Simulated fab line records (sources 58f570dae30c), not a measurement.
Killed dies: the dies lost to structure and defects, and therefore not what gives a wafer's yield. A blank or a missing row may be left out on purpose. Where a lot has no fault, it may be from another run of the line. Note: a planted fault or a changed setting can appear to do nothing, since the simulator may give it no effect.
Which tool was responsible? :: flow berkeley cmos170 :: 42 wafers from 14 lots sampled at 4 of the route's 331 steps

WHAT EACH GAUGE READ, for each wafer
UCB170_NWELL_OVL_MEAS_12. Usual: for NWELL_OVL the level is -2 nm and the standard deviation is 5.8.
lot: L235
measured: day 2 13:35
on: overlay-01
NWELL_OVL (nm): -3 -6 -6
flag: 

lot: L237
measured: day 2 17:26
on: overlay-01
NWELL_OVL (nm): -1 -1 -5
flag: 

lot: L238
measured: day 2 21:54
on: overlay-01
NWELL_OVL (nm): -6 -4 -8
flag: 

lot: L239
measured: day 3 06:22
on: overlay-01
NWELL_OVL (nm): -3 -9 -5
flag: 

lot: L244
measured: day 4 03:01
on: overlay-02
NWELL_OVL (nm): -2 -5 -7
flag: 

lot: L247
measured: day 4 15:34
on: overlay-01
NWELL_OVL (nm): 3 1 3
flag: 

lot: L246
measured: day 4 15:41
on: overlay-01
NWELL_OVL (nm): -3 3 5
flag: 

lot: L248
measured: day 4 20:00
on: overlay-01
NWELL_OVL (nm): -10 -4 -6
flag: 

lot: L250
measured: day 5 07:13
on: overlay-01
NWELL_OVL (nm): 8 0 -4
flag: 

lot: L252
measured: day 5 18:43
on: overlay-01
NWELL_OVL (nm): -2 1 8
flag: 

lot: L253
measured: day 6 02:24
on: overlay-02
NWELL_OVL (nm): 1 -3 3
flag: 

lot: L254
measured: day 6 02:40
on: overlay-02
NWELL_OVL (nm): -9 -1 -5
flag: 

lot: L257
measured: day 6 20:08
on: overlay-02
NWELL_OVL (nm): -2 10 6
flag: 

lot: L258
measured: day 6 23:02
on: overlay-01
NWELL_OVL (nm): -12 -14 -18
flag: 

UCB170_ACTIVE_THK_MEAS_06. Usual: for ACTIVE_NITRIDE_THK the level is 219.1 nm and the standard deviation is 1.7.
lot: L235
measured: day 4 09:16
on: film metro-02
ACTIVE_NITRIDE_THK (nm): 219.3 220.1 220.3
flag: 

lot: L237
measured: day 4 09:16
on: film metro-01
ACTIVE_NITRIDE_THK (nm): 218.2 217.8 217.5
flag: 

lot: L238
measured: day 4 15:52
on: film metro-01
ACTIVE_NITRIDE_THK (nm): 222.0 221.7 219.4
flag: 

lot: L239
measured: day 5 00:19
on: film metro-01
ACTIVE_NITRIDE_THK (nm): 218.2 219.1 219.1
flag: 

lot: L244
measured: day 6 00:53
on: film metro-01
ACTIVE_NITRIDE_THK (nm): 215.1 217.6 217.3
flag: 

lot: L247
measured: day 6 04:45
on: film metro-02
ACTIVE_NITRIDE_THK (nm): 220.6 220.5 221.0
flag: 

lot: L246
measured: day 6 07:43
on: film metro-02
ACTIVE_NITRIDE_THK (nm): 219.6 220.6 219.8
flag: 

lot: L248
measured: day 6 07:44
on: film metro-03
ACTIVE_NITRIDE_THK (nm): 218.5 219.2 219.6
flag: 

lot: L250
measured: day 7 03:50
on: film metro-03
ACTIVE_NITRIDE_THK (nm): 218.9 218.0 218.1
flag: 

lot: L252
measured: day 7 12:06
on: film metro-03
ACTIVE_NITRIDE_THK (nm): 218.7 219.1 220.9
flag: 

lot: L253
measured: day 7 23:31
on: film metro-02
ACTIVE_NITRIDE_THK (nm): 218.1 218.0 217.8
flag: 

lot: L254
measured: day 7 23:30
on: film metro-03
ACTIVE_NITRIDE_THK (nm): 217.0 217.1 217.2
flag: 

lot: L257
measured: day 8 11:47
on: film metro-02
ACTIVE_NITRIDE_THK (nm): 218.0 217.5 217.5
flag: 

lot: L258
measured: day 8 19:20
on: film metro-01
ACTIVE_NITRIDE_THK (nm): 218.5 218.4 217.7
flag: 

UCB170_PFIELD_OVL_MEAS_06. Usual: for PFIELD_OVL the level is 0 nm and the standard deviation is 5.4.
lot: L235
measured: day 4 15:37
on: overlay-02
PFIELD_OVL (nm): 2 0 -2
flag: 

lot: L237
measured: day 4 16:26
on: overlay-02
PFIELD_OVL (nm): 2 -3 0
flag: 

lot: L238
measured: day 4 20:14
on: overlay-02
PFIELD_OVL (nm): 2 -5 -5
flag: 

lot: L239
measured: day 5 02:58
on: overlay-01
PFIELD_OVL (nm): -6 -3 -3
flag: 

lot: L244
measured: day 6 05:11
on: overlay-01
PFIELD_OVL (nm): -5 6 0
flag: 

lot: L247
measured: day 6 09:47
on: overlay-02
PFIELD_OVL (nm): -2 -2 -4
flag: 

lot: L246
measured: day 6 11:49
on: overlay-02
PFIELD_OVL (nm): -1 -2 -3
flag: 

lot: L248
measured: day 6 11:33
on: overlay-01
PFIELD_OVL (nm): -10 -3 -10
flag: 

lot: L250
measured: day 7 08:25
on: overlay-02
PFIELD_OVL (nm): -2 -2 -4
flag: 

lot: L252
measured: day 7 15:29
on: overlay-01
PFIELD_OVL (nm): 1 7 1
flag: 

lot: L253
measured: day 8 03:07
on: overlay-02
PFIELD_OVL (nm): -5 -4 -6
flag: 

lot: L254
measured: day 8 02:50
on: overlay-01
PFIELD_OVL (nm): 4 1 11
flag: 

lot: L257
measured: day 8 14:19
on: overlay-01
PFIELD_OVL (nm): 7 11 14
flag: 

lot: L258
measured: day 8 23:41
on: overlay-01
PFIELD_OVL (nm): -7 -14 -7
flag: 

EACH LOT AND THE TOOL THAT RAN IT (in order: tool; ch and the chambers of the sampled wafers; start)
lot: L235
UCB170_PWELL_CLEAN_00: wet bench-02 ch 2, day 2 20:29

lot: L237
UCB170_PWELL_CLEAN_00: wet bench-03 ch 3, day 2 23:15

lot: L238
UCB170_PWELL_CLEAN_00: wet bench-04 ch 3, day 3 02:37

lot: L239
UCB170_PWELL_CLEAN_00: wet bench-04 ch 3, day 3 14:06

lot: L244
UCB170_PWELL_CLEAN_00: wet bench-02 ch 3, day 4 10:12

lot: L247
UCB170_PWELL_CLEAN_00: wet bench-02 ch 1, day 4 21:00

lot: L246
UCB170_PWELL_CLEAN_00: wet bench-03 ch 2, day 4 22:45

lot: L248
UCB170_PWELL_CLEAN_00: wet bench-03 ch 3, day 5 00:42

lot: L250
UCB170_PWELL_CLEAN_00: wet bench-03 ch 0, day 5 16:33

lot: L252
UCB170_PWELL_CLEAN_00: wet bench-02 ch 0, day 5 23:22

lot: L253
UCB170_PWELL_CLEAN_00: wet bench-03 ch 0, day 6 08:20

lot: L254
UCB170_PWELL_CLEAN_00: wet bench-03 ch 0, day 6 08:20

lot: L257
UCB170_PWELL_CLEAN_00: wet bench-04 ch 1, day 7 05:04

lot: L258
UCB170_PWELL_CLEAN_00: wet bench-03 ch 0, day 7 07:20
- UCB170_PWELL_CLEAN_00: cleans in SPM, time 600 s.

AS READ BY THE TOOLS THEMSELVES (means over the sampled wafers that have a number; for cases with no such wafer, the mark the record gives instead)
UCB170_PWELL_CLEAN_00. Usual: bath guard temp C 120.1 C, standard deviation 0.37; bath heat duty pct 14.0 %, standard deviation 1.3.
lot: L235
tool: wet bench-02
bath guard temp C (C): 120.4
bath heat duty pct (%): 14.5
flag: 

lot: L237
tool: wet bench-03
bath guard temp C (C): 120.4
bath heat duty pct (%): 13.8
flag: 

lot: L238
tool: wet bench-04
bath guard temp C (C): 120.4
bath heat duty pct (%): 14.6
flag: 

lot: L239
tool: wet bench-04
bath guard temp C (C): 120.2
bath heat duty pct (%): 14.3
flag: 

lot: L244
tool: wet bench-02
bath guard temp C (C): 120.1
bath heat duty pct (%): 11.8
flag: 

lot: L247
tool: wet bench-02
bath guard temp C (C): -
bath heat duty pct (%): -
flag: OFF

lot: L246
tool: wet bench-03
bath guard temp C (C): -
bath heat duty pct (%): -
flag: OFF

lot: L248
tool: wet bench-03
bath guard temp C (C): 120.4
bath heat duty pct (%): 14.4
flag: 

lot: L250
tool: wet bench-03
bath guard temp C (C): 120.3
bath heat duty pct (%): 15.8
flag: 

lot: L252
tool: wet bench-02
bath guard temp C (C): 120.1
bath heat duty pct (%): 14.2
flag: 

lot: L253
tool: wet bench-03
bath guard temp C (C): 120.3
bath heat duty pct (%): 14.8
flag: 

lot: L254
tool: wet bench-03
bath guard temp C (C): 120.3
bath heat duty pct (%): 15.2
flag: 

lot: L257
tool: wet bench-04
bath guard temp C (C): 119.4
bath heat duty pct (%): 13.9
flag: 

lot: L258
tool: wet bench-03
bath guard temp C (C): 120.4
bath heat duty pct (%): 15.0
flag: 

THE ANSWER, worked out from the rows above alone
Rule: a lot counts as off when the mean over its wafers that have a number is more than 3 standard deviations away from the usual mean. Also off: a lot with no number at a reading for which 4 or more lots have one. Any other lot the step has rows for is counted as sound. Order of review: gauges by route order, followed by the tools' own readings, for which a lot's mean as printed above is used. The first step at which some lot is off is used, and at that step the reading that is off furthest; a lot without a number counts as furthest.
Off at UCB170_PWELL_CLEAN_00 (bath guard temp C): L247, L246. Without a number there: L247, L246.
If a tool, at that step or one of the process steps before it, ran each lot that is off and ran no sound lot following the first of them, it fits. None of those tried fits.

WHAT THE SIMULATOR HAD PUT IN
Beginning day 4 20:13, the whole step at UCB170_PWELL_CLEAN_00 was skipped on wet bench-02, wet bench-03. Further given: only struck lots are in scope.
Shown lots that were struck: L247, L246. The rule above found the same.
